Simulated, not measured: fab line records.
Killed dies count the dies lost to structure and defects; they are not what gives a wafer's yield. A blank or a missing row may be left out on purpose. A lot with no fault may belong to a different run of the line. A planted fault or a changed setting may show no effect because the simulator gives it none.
Which tool did it?	flow berkeleyCmos170	14 lots with 42 wafers sampled at 2 steps, on a route of 331 steps

## WHAT EACH GAUGE READ, for each wafer
UCB170_PFIELD_OVL_MEAS_06. Usual: for PFIELD_OVL the level is 4 nm and the standard deviation is 5.9.
lot	measured	on	PFIELD_OVL (nm)	flag
L984	day 4 07:54	overlay-02	14 15 1	
L986	day 4 15:40	overlay-02	-2 3 -5	
L985	day 4 15:48	overlay-01	6 4 2	
L987	day 4 20:10	overlay-02	-1 -1 1	
L988	day 5 01:13	overlay-02	18 15 6	
L990	day 5 14:01	overlay-02	0 -1 5	
L992	day 6 08:45	overlay-02	-4 2 -3	
L996	day 6 15:54	overlay-01	4 5 16	
L998	day 7 12:46	overlay-02	1 4 4	
L100	day 7 12:54	overlay-02	4 4 3	
L103	day 8 08:23	overlay-01	6 3 -4	
L102	day 8 08:32	overlay-02	11 10 4	
L104	day 8 08:53	overlay-02	98 90 88	OFF
L105	day 8 19:14	overlay-02	106 86 102	OFF

## EACH LOT AND THE TOOL THAT RAN IT (in order: tool; ch and the chambers of the sampled wafers; start)
lot	UCB170_PFIELD_EXPOSE_03
L984	krfScanner-01 ch 0, day 4 07:32
L986	krfScanner-02 ch 0, day 4 15:16
L985	krfScanner-02 ch 0, day 4 15:25
L987	krfScanner-02 ch 0, day 4 19:44
L988	krfScanner-02 ch 0, day 5 00:34
L990	krfScanner-02 ch 0, day 5 13:19
L992	krfScanner-02 ch 0, day 6 07:36
L996	krfScanner-01 ch 0, day 6 15:14
L998	krfScanner-02 ch 0, day 7 12:08
L100	krfScanner-02 ch 0, day 7 12:31
L103	krfScanner-01 ch 0, day 8 07:31
L102	krfScanner-02 ch 0, day 8 07:49
L104	krfScanner-01 ch 0, day 8 08:00
L105	krfScanner-01 ch 0, day 8 18:07
- UCB170_PFIELD_EXPOSE_03: exposes mask PFIELD, target cd 1500 nm.

## AS READ BY THE TOOLS THEMSELVES (means over the sampled wafers that have a number; for cases with no such wafer, the mark the record gives instead)
The record holds no such reading with a usual standard deviation.

## THE ANSWER, worked out from the rows above alone
Rule: a lot counts as off when the mean over its wafers that have a number is more than 3 standard deviations away from the usual mean. Also off: a lot with no number at a reading for which 4 or more lots have one. The other lots that the step has rows for count as sound. Order of review: gauges by route order, followed by the tools' own readings, for which a lot's mean as printed above is used. At the first step where some lot is off, the reading lying furthest off is the one used; lots without a number count as furthest.
Off: at UCB170_PFIELD_OVL_MEAS_06 (PFIELD_OVL), L104, L105.
If a tool, at a process step before that reading, ran all the lots that are off and no sound lot after the first of them, it fits. Those tools and the gauges at UCB170_PFIELD_OVL_MEAS_06 are tried in the same way. Undecided on this evidence; 2 tools fit (krfScanner-01 at UCB170_PFIELD_EXPOSE_03, overlay-02 at UCB170_PFIELD_OVL_MEAS_06).

## WHAT WAS PUT IN BY THE SIMULATOR
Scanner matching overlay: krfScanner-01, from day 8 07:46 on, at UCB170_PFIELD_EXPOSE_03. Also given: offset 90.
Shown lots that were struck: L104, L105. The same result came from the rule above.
